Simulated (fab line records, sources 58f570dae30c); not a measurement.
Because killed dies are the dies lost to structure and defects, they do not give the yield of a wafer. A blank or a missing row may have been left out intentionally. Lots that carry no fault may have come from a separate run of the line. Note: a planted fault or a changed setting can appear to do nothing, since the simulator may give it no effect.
Which tool was responsible? -- flow berkeley cmos170 -- 42 wafers from 14 lots sampled at 5 of the route's 331 steps

WHAT THE GAUGES READ, wafer by wafer
UCB170_NWELL_THK_MEAS_02.
lot,measured,on,NWELL_OXIDE_THK (nm)
L347,day 1 23:57,film metro-03,26.5 26.4 26.0
L348,day 2 06:04,film metro-01,25.9 26.0 25.9
L351,day 2 19:53,film metro-01,26.2 25.8 26.5
L350,day 2 19:57,film metro-02,26.4 26.3 26.4
L352,day 2 19:57,film metro-01,26.3 26.8 26.4
L354,day 3 12:05,film metro-02,25.7 26.2 25.7
L355,day 4 00:29,film metro-02,26.4 26.5 26.5
L356,day 4 00:30,film metro-03,26.8 26.7 26.7
L357,day 4 08:23,film metro-01,27.0 26.8 26.8
L358,day 4 08:24,film metro-03,26.3 26.6 26.8
L360,day 4 14:50,film metro-03,25.8 25.9 25.4
L359,day 4 14:50,film metro-01,26.3 26.2 26.2
L364,day 5 18:16,film metro-02,27.1 26.8 26.6
L370,day 6 22:20,film metro-02,26.9 26.8 26.7

UCB170_NWELL_OVL_MEAS_12.
lot,measured,on,NWELL_OVL (nm)
L347,day 2 07:36,overlay-02,9 6 4
L348,day 2 14:25,overlay-02,5 11 7
L351,day 3 04:12,overlay-02,0 3 8
L350,day 3 04:22,overlay-01,1 -4 7
L352,day 3 04:28,overlay-01,5 7 -2
L354,day 3 23:20,overlay-02,-5 -2 -6
L355,day 4 07:26,overlay-01,7 3 1
L356,day 4 07:43,overlay-02,3 1 -1
L357,day 4 16:31,overlay-02,1 5 6
L358,day 4 16:17,overlay-01,1 14 7
L360,day 5 01:56,overlay-01,-5 -7 1
L359,day 5 01:41,overlay-02,-5 -2 6
L364,day 6 03:19,overlay-02,5 6 -1
L370,day 7 08:41,overlay-02,0 0 4

UCB170_PSD_TW_MEAS_10.
lot,measured,on,PSD_TW
L347,day 7 11:31,film metro-04,2306 2313 2318
L348,day 7 11:41,film metro-03,2343 2347 2335
L351,day 8 12:02,film metro-04,2289 2286 2284
L350,day 8 12:13,film metro-04,2291 2294 2287
L352,day 8 11:56,film metro-03,2355 2355 2350
L354,day 9 06:20,film metro-04,2297 2301 2326
L355,day 9 06:10,film metro-02,2329 2337 2322
L356,day 10 01:28,film metro-03,2347 2346 2358
L357,day 10 01:38,film metro-02,2347 2327 2329
L358,day 10 01:23,film metro-03,2345 2359 2337
L360,day 10 09:13,film metro-04,2299 2310 2300
L359,day 10 08:59,film metro-03,30 30 30
L364,day 11 03:23,film metro-02,30 30 30
L370,day 13 03:40,film metro-02,2337 2330 2330

WHAT TOOL EACH LOT RAN ON (gives the tool, then ch and the chambers of the sampled wafers, and finally the start)
lot,UCB170_PFIELD_STRIP_08,UCB170_PSD_DEVELOP_05
L347,"plasma asher-01 ch 0,1, day 4 16:58","litho track-02 ch 0, day 7 10:00"
L348,"plasma asher-04 ch 0,1, day 4 17:17","litho track-04 ch 0, day 7 11:00"
L351,"plasma asher-01 ch 0,1, day 5 18:16","litho track-02 ch 0, day 8 11:00"
L350,"plasma asher-03 ch 0,1, day 5 18:28","litho track-04 ch 0, day 8 11:00"
L352,"plasma asher-01 ch 1, day 5 18:38","litho track-04 ch 0, day 8 11:00"
L354,"plasma asher-01 ch 0,1, day 6 18:52","litho track-04 ch 0, day 9 05:00"
L355,"plasma asher-04 ch 0,1, day 6 18:43","litho track-03 ch 0, day 9 05:00"
L356,"plasma asher-04 ch 0, day 6 23:41","litho track-02 ch 0, day 10 00:00"
L357,"plasma asher-03 ch 0,1, day 7 02:58","litho track-04 ch 0, day 10 01:00"
L358,"plasma asher-04 ch 0,1, day 7 02:44","litho track-04 ch 0, day 10 00:00"
L360,"plasma asher-01 ch 0,1, day 7 16:38","litho track-02 ch 0, day 10 08:00"
L359,"plasma asher-03 ch 0, day 7 16:23","litho track-04 ch 0, day 10 08:00"
L364,"plasma asher-01 ch 0,1, day 8 09:16","litho track-04 ch 0, day 11 02:00"
L370,"plasma asher-03 ch 0,1, day 9 21:29","litho track-03 ch 0, day 13 03:00"
- UCB170_PFIELD_STRIP_08: strips in O2.
- UCB170_PSD_DEVELOP_05: develop time 45 s.

AS READ BY THE TOOLS THEMSELVES (means over the sampled wafers that have a number; for cases with no such wafer, the mark the record gives instead)
UCB170_PFIELD_STRIP_08.
lot,tool,drypump motor current A (A),oes product au (a.u.),strip time to endpoint s (s)
L347,plasma asher-01,5.5,0.739,21.64
L348,plasma asher-04,6.4,0.732,21.69
L351,plasma asher-01,5.9,0.736,21.71
L350,plasma asher-03,5.6,0.734,21.69
L352,plasma asher-01,5.1,0.731,21.62
L354,plasma asher-01,5.5,0.736,21.67
L355,plasma asher-04,6.2,0.738,21.56
L356,plasma asher-04,6.5,0.737,21.56
L357,plasma asher-03,5.2,0.729,21.69
L358,plasma asher-04,6.4,0.738,21.73
L360,plasma asher-01,5.9,0.733,21.63
L359,plasma asher-03,6.0,0.735,21.59
L364,plasma asher-01,5.6,0.738,21.75
L370,plasma asher-03,5.6,0.737,21.69

THE ANSWER, worked out from the rows above alone
Rule: usual is defined by the lots themselves. The widest of any qualifying gaps counts: lots, ordered by their means at a reading, are off when they make up no more than a third of the lots, leave a main group of 4 or more, and stand apart from it by 3 or more times the standard deviation of that group's means. A main group is skipped when, at the precision printed for the reading in the tables above, its means are all equal. Also off: a lot with no number at a reading for which 4 or more lots have one. The other lots that the step has rows for count as sound. The gauges are gone through in route order, then the tools' own readings, and for those a lot's mean is taken as printed above. At the first step where some lot is off, the reading lying furthest off is the one used; lots without a number count as furthest.
Off: at UCB170_PSD_TW_MEAS_10 (PSD_TW), L359, L364. The main group: mean 2324, standard deviation 22.
A tool fits if, at a process step before that reading, it ran every lot that is off, and no sound lot after the first of them. Gauges at UCB170_PSD_TW_MEAS_10: tried the same way as those tools. One fits: litho track-04 at UCB170_PSD_DEVELOP_05. Its last sound lot is L357 (day 10 01:00), its first lot that is off L359 (day 10 08:00): a fault that began between those two fits.

WHAT THE SIMULATOR HAD INSERTED
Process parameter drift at UCB170_PSD_DEVELOP_05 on litho track-04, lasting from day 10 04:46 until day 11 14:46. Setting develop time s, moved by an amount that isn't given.
Lots struck among those shown: L359, L364. Same finding as the rule above.
